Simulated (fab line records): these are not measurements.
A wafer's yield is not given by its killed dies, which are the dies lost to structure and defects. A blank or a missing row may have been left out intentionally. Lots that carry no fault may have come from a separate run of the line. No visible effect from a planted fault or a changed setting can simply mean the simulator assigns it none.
A struck lot beside a sound one | flow rit cmos | 45 steps out of a route of 202
Sound: these wafers, L328.2, L328.3, L328.6. Wafers struck: L342.1, L342.4, L342.6. The cause is given at the end.
Per side, at each step with rows, come the tool, then ch with its chambers, and then its first start. Under that, the readings that differ: sound wafers | struck wafers | difference of the means | sigmas: that difference in standard deviations of wafers without a fault.
alike: readings whose means differ by less than 2 such deviations, and words and numbers that are the same on both sides. not compared: withheld readings, readings that some wafer has no value for, bounds like >300 that may hide the same value, and numbers for which the record gives no deviation and whose values overlap.
Wherever a step has rows on one side only, a row that says differs or no value, or a row with sigmas, the two part there. When numbers do not overlap yet have no deviation, they are printed without sigmas and do not part them. A reading that every wafer of one side lacks parts them only if that side has two wafers or more.

first, 1 step without rows for these wafers: RIT_ACTIVE_DEVELOP_10 (develop time 50 s).
RIT_ACTIVE_CD_MEAS_11: the cd target is 1400 nm.
  struck on cd sem-02, day 4 22:58; sound on cd sem-01, day 2 03:50
  alike: cd nm
then, 1 step without rows for these wafers: RIT_ACTIVE_HARDBAKE_12 (time 60 s).
RIT_ACTIVE_ETCH_13: etches Si3N4 in SF6, stops on SiO2, time 210 s, target depth 210 nm.
  sound on rie diel-01 ch 0,1,2, day 2 04:14; struck on rie diel-01 ch 1,2, day 4 23:14
  alike: drypump motor current A, oes product au, throttle valve pct
  not compared: rf hours counter h
RIT_ACTIVE_STRIP_14: strips in O2, time 180 s.
  sound on plasma asher-03 ch 1, day 2 04:22; struck on plasma asher-03 ch 0,1, day 4 23:24
  alike: drypump motor current A, rf refl power W
  not compared: rf hours counter h
RIT_ACTIVE_CD_MEAS_90: the cd target is 1400 nm.
  struck on cd sem-02, day 4 23:35; sound on cd sem-02, day 2 04:34
  alike: cd nm
then, 4 steps without rows for these wafers: RIT_ACTIVE_CLEAN_15 (cleans in SC1, time 600 s); RIT_ACTIVE_CLEAN_16 (cleans in dHF, time 30 s); RIT_ACTIVE_CLEAN_17 (cleans in SC2, time 600 s); RIT_FOX1_OXIDATION_00 (target thk 350.7 nm, ox time 1130 s).
RIT_FOX1_THK_MEAS_01:
  struck on film metro-02, day 5 02:22; sound on film metro-03, day 2 06:22
  alike: FOX1_OXIDE_THK
then, 1 step without rows for these wafers: RIT_FOX1_WET_ETCH_02 (etches SiO2 in BOE, target depth 350 nm, time 390 s).
RIT_FOX2_OXIDATION_00: target thk 350.7 nm, ox time 1130 s.
  sound on furnace-03 ch 0, day 2 07:01; struck on furnace-03 ch 0, day 5 02:32
  reading                                     | sound                | struck               | difference | sigmas
  spike tc centre C (C)                       | 1102.3 1103.7 1102.1 | 1063.6 1063.7 1061.7 | -39.7      | -26
  spike tc load C (C)                         | 1130.2 1130.7 1132.8 | 1091.3 1092.7 1091.2 | -39.5      | -16
  spike tc source C (C)                       | 1123.5 1123.2 1124.0 | 1083.3 1081.1 1082.6 | -41.2      | -14
  tube center temp C (C)                      | 1100 1100.2 1099.9   | 1059.9 1059.9 1059.9 | -40.1      | -99 or more
  tube_center_temp_C_max                      | 1102.3 1102.6 1103.0 | 1062.9 1062.6 1062.7 | -39.9      | -80
  zone power source pct (%)                   | 42.7 43.3 43.2       | 38.4 39.7 38.8       | -4.1       | -5
  model.SiO2_of_FOX2_OXIDATION_00.thk nm (nm) | 348.8 354.3 348.2    | 285.9 281.8 287.2    | -65.5      |
RIT_FOX2_THK_MEAS_01:
  struck on film metro-02, day 5 03:52; sound on film metro-02, day 2 08:20
  reading             | sound       | struck      | difference | sigmas
  FOX2_OXIDE_THK (nm) | 349 355 348 | 286 282 287 | -66        | -9
then, 2 steps without rows for these wafers: RIT_FOX2_CLEAN_02 (cleans in dHF, time 180 s); RIT_FOX2_WET_ETCH_03 (etches Si3N4 in H3PO4, target depth 195 nm, time 2700 s).
RIT_FOX2_THK_MEAS_90:
  struck on film metro-04, day 5 04:44; sound on film metro-04, day 2 09:17
  reading                     | sound       | struck      | difference | sigmas
  FIELD_OXIDE_LEFT_1_THK (nm) | 322 327 321 | 259 254 260 | -66        | -9
then, 6 steps without rows for these wafers: RIT_NWELL_HMDS_00 (prime time 60 s); RIT_NWELL_COAT_01 (resist thk 1300 nm); RIT_NWELL_SOFTBAKE_02 (time 60 s); RIT_NWELL_EXPOSE_03 (exposes mask M2, target cd 43900 nm); RIT_NWELL_PEB_04; RIT_NWELL_DEVELOP_05 (develop time 68 s).
RIT_NWELL_OVL_MEAS_06:
  struck on overlay-02, day 5 05:48; sound on overlay-02, day 2 10:21
  alike: NWELL_OVL
then, 2 steps without rows for these wafers: RIT_NWELL_HARDBAKE_07 (time 120 s); RIT_NWELL_IMPLANT_08.
RIT_NWELL_STRIP_09: strips in O2, time 180 s.
  sound on plasma asher-03 ch 0,1, day 2 10:47; struck on plasma asher-04 ch 0,1, day 5 06:14
  alike: drypump motor current A, rf refl power W
  not compared: rf hours counter h
RIT_NWELL_TW_MEAS_10:
  struck on film metro-02, day 5 06:25; sound on film metro-03, day 2 10:58
  alike: NWELL_TW
then, 6 steps without rows for these wafers: RIT_PWELL_HMDS_00 (prime time 60 s); RIT_PWELL_COAT_01 (resist thk 1300 nm); RIT_PWELL_SOFTBAKE_02 (time 60 s); RIT_PWELL_EXPOSE_03 (exposes mask M3, target cd 43700 nm); RIT_PWELL_PEB_04; RIT_PWELL_DEVELOP_05 (develop time 68 s).
RIT_PWELL_OVL_MEAS_06:
  struck on overlay-01, day 5 07:38; sound on overlay-02, day 2 12:01
  alike: PWELL_OVL
then, 2 steps without rows for these wafers: RIT_PWELL_HARDBAKE_07 (time 120 s); RIT_PWELL_IMPLANT_08.
RIT_PWELL_STRIP_09: strips in O2, time 180 s.
  sound on plasma asher-04 ch 1, day 2 12:27; struck on plasma asher-03 ch 0,1, day 5 08:08
  alike: drypump motor current A, rf refl power W
  not compared: rf hours counter h
RIT_PWELL_TW_MEAS_10:
  struck on film metro-03, day 5 08:19; sound on film metro-02, day 2 12:38
  alike: PWELL_TW
then, 1 step without rows for these wafers: RIT_WELLDRIVE_ANNEAL_00 (time 14700 s).
RIT_WELLDRIVE_RS_MEAS_01: measures by four-point-probe.
  struck on film metro-04, day 5 13:27; sound on film metro-04, day 2 19:07
  alike: NWELL_RS
RIT_WELLDRIVE_RS_MEAS_02: measures by four-point-probe.
  struck on film metro-04, day 5 13:34; sound on film metro-04, day 2 19:14
  alike: PWELL_RS
RIT_FOX2_THK_MEAS_91:
  struck on film metro-02, day 5 17:37; sound on film metro-02, day 2 23:02
  reading                     | sound       | struck      | difference | sigmas
  FIELD_OXIDE_LEFT_2_THK (nm) | 253 259 252 | 190 186 191 | -66        | -9
RIT_SILICIDE_WET_ETCH_00: etches SiO2 in BOE, target depth 14 nm, time 15 s.
  sound on wet bench-03 ch 2, day 3 17:14; struck on wet bench-03 ch 1, day 6 13:13
  reading                                     | sound             | struck           | difference | sigmas
  model.SiO2_of_FOX2_OXIDATION_00.thk nm (nm) | 146.2 155.1 146.7 | 85.5 80.13 86.03 | -65.4      |
RIT_M1_PROBE_99:
  rows exist in the record for the sound wafers here (prober-01, day 4 00:28), none for the struck ones

WHERE THEY PART
Last at RIT_M1_PROBE_99 as far as this record goes, first at RIT_FOX2_OXIDATION_00.

WHY: what the simulator had put in
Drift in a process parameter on furnace-03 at RIT_FOX2_OXIDATION_00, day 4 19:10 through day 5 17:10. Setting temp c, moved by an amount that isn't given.
